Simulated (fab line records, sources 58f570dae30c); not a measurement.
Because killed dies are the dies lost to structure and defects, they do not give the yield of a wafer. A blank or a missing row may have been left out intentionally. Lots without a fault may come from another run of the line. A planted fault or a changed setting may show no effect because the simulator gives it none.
Which tool is to blame? / flow berkeley-cmos170 / route of 331 steps, sampled at 1 step: 6 lots, 18 wafers

WHAT THE GAUGES SHOWED, per wafer
UCB170_START_BOW_MEAS_00.
lot=L916; measured=day 1 20:00; on=film-metro-03; INCOMING_BOW (um)=5 -2 -11
lot=L924; measured=day 3 12:02; on=film-metro-03; INCOMING_BOW (um)=-8 0 6
lot=L926; measured=day 3 22:02; on=film-metro-01; INCOMING_BOW (um)=-7 -6 8
lot=L928; measured=day 4 08:00; on=film-metro-02; INCOMING_BOW (um)=-6 7 -1
lot=L930; measured=day 4 18:01; on=film-metro-01; INCOMING_BOW (um)=-11 0 13
lot=L932; measured=day 5 04:00; on=film-metro-03; INCOMING_BOW (um)=7 -5 9

TOOL THAT RAN EACH LOT (tool first, then ch and the chambers of the sampled wafers, then the start)
Record: no process step prior to these readings.

THE ANSWER, worked out from the rows above alone
Rule: the usual values come from the lots themselves. The widest of any qualifying gaps counts: lots, ordered by their means at a reading, are off when they make up no more than a third of the lots, leave a main group of 4 or more, and stand apart from it by 3 or more times the standard deviation of that group's means. If all means in a main group match to the digits the tables above print for the reading, that group is not used. Also off: a lot with no number at a reading for which 4 or more lots have one. The other lots that the step has rows for count as sound.
No lot is off on any of the readings shown, so nothing can be concluded from this.

WHAT THE SIMULATOR HAD INSERTED
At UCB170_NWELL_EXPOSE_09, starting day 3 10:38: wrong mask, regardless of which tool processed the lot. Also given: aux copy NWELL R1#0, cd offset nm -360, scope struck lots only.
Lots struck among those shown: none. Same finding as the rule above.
